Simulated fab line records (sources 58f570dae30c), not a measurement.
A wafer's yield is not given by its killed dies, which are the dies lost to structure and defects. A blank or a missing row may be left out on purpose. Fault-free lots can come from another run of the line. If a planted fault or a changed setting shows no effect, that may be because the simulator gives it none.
Check of tool commonality    flow berkeley-cmos170    42 wafers sampled across 14 lots

## REASON FOR OPENING
2 of 14 lots carry a flag on the reading NSD_RS at UCB170_SDANNEAL_RS_MEAS_03. Fault-free wafers read 37.26 ohm/sq, with a standard deviation of 0.08.
Rule: flag the lot when none of its wafers has a number, or when each of its wafers that has one lies beyond 4 standard deviations from that mean. The other lots count as sound.

lot   measured      on             NSD_RS (ohm/sq), wafer by wafer  flag
L650  day 8 01:53   film-metro-01  37.08 37.14 37.15                
L651  day 8 15:46   film-metro-03  37.29 37.27 37.35                
L652  day 8 16:04   film-metro-02  37.25 37.23 37.27                
L655  day 9 12:04   film-metro-02  37.27 37.32 37.28                
L654  day 9 13:07   film-metro-03  37.29 37.27 37.27                
L657  day 9 13:31   film-metro-02  37.41 37.40 37.34                
L658  day 9 13:32   film-metro-01  37.20 37.27 37.18                
L659  day 9 19:59   film-metro-01  35.56 35.50 35.58                FLAGGED
L661  day 10 09:14  film-metro-03  35.76 35.71 35.70                FLAGGED
L666  day 11 06:26  film-metro-01  37.24 37.28 37.22                
L667  day 11 16:12  film-metro-03  37.21 37.16 37.28                
L668  day 11 16:37  film-metro-02  37.31 37.30 37.30                
L670  day 12 05:03  film-metro-03  37.22 37.25 37.22                
L673  day 12 15:22  film-metro-02  37.19 37.23 37.14                
On average the flagged lots' numbers are 35.63 ohm/sq, which is -1.62 ohm/sq against the usual, or -20 standard deviations.

## WHICH TOOL RAN EACH LOT
2 process steps preceding the reading are held in the record, out of 331 steps in the route. Every cell lists first the tool, next ch and the chambers used by the sampled wafers, and last the start.
lot   flag     UCB170_NSD_IMPLANT_08            UCB170_NSD_STRIP_09
L650           implanter-02 ch 0, day 7 22:31   plasma-asher-02 ch 0,1, day 7 22:39
L651           implanter-02 ch 0, day 8 14:19   plasma-asher-02 ch 0,1, day 8 14:26
L652           implanter-03 ch 0, day 8 14:34   plasma-asher-01 ch 0,1, day 8 14:42
L655           implanter-02 ch 0, day 9 09:54   plasma-asher-03 ch 0,1, day 9 10:01
L654           implanter-04 ch 0, day 9 11:23   plasma-asher-02 ch 0,1, day 9 11:31
L657           implanter-02 ch 0, day 9 11:40   plasma-asher-02 ch 0,1, day 9 11:47
L658           implanter-03 ch 0, day 9 11:37   plasma-asher-01 ch 0,1, day 9 11:44
L659  FLAGGED  implanter-02 ch 0, day 9 18:13   plasma-asher-02 ch 0,1, day 9 18:22
L661  FLAGGED  implanter-02 ch 0, day 10 07:37  plasma-asher-03 ch 0,1, day 10 07:44
L666           implanter-04 ch 0, day 11 04:26  plasma-asher-03 ch 0,1, day 11 04:34
L667           implanter-04 ch 0, day 11 14:43  plasma-asher-01 ch 0,1, day 11 14:52
L668           implanter-03 ch 0, day 11 15:00  plasma-asher-02 ch 0,1, day 11 15:08
L670           implanter-03 ch 0, day 12 03:04  plasma-asher-01 ch 0,1, day 12 03:13
L673           implanter-04 ch 0, day 12 13:05  plasma-asher-02 ch 0,1, day 12 13:14
What the steps here do:
- UCB170_NSD_IMPLANT_08
- UCB170_NSD_STRIP_09: strips in O2.
- UCB170_SDANNEAL_RS_MEAS_03: measures by four-point-probe.

## FLAGGED AGAINST TOTAL, ONE TOOL AT A TIME (gauges that did the reading follow at the end)
step                        tool             lots run  flagged  share of the flagged lots  sound lots run after its first flagged lot
UCB170_NSD_IMPLANT_08       implanter-02     6         2        all                        0
UCB170_NSD_IMPLANT_08       implanter-03     4         0        none                       -
UCB170_NSD_IMPLANT_08       implanter-04     4         0        none                       -
UCB170_NSD_STRIP_09         plasma-asher-01  4         0        none                       -
UCB170_NSD_STRIP_09         plasma-asher-02  7         1        some                       2 (L668,L673)
UCB170_NSD_STRIP_09         plasma-asher-03  3         1        some                       1 (L666)
UCB170_SDANNEAL_RS_MEAS_03  film-metro-01    4         1        some                       1 (L666)
UCB170_SDANNEAL_RS_MEAS_03  film-metro-02    5         0        none                       -
UCB170_SDANNEAL_RS_MEAS_03  film-metro-03    5         1        some                       2 (L667,L670)

## WHAT THE TABLE ALLOWS
1 row of the table ran every flagged lot: implanter-02 at UCB170_NSD_IMPLANT_08.
- implanter-02 at UCB170_NSD_IMPLANT_08 ran 6 lots, 2 of them flagged. Last sound lot L657 at day 9 11:40, first flagged lot L659 at day 9 18:13; a fault beginning in between fits. Its own readings lie more than 4 standard deviations out on every wafer of the flagged lots: dose-ions-cm2, faraday-current-uA.
implanter-02 at UCB170_NSD_IMPLANT_08 is the single tool remaining.

## WHAT WAS PUT IN BY THE SIMULATOR
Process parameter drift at UCB170_NSD_IMPLANT_08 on implanter-02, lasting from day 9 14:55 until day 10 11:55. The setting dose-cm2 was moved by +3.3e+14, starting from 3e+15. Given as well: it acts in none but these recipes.
Lots struck among those shown: L659, L661. The rule given above showed the same thing.
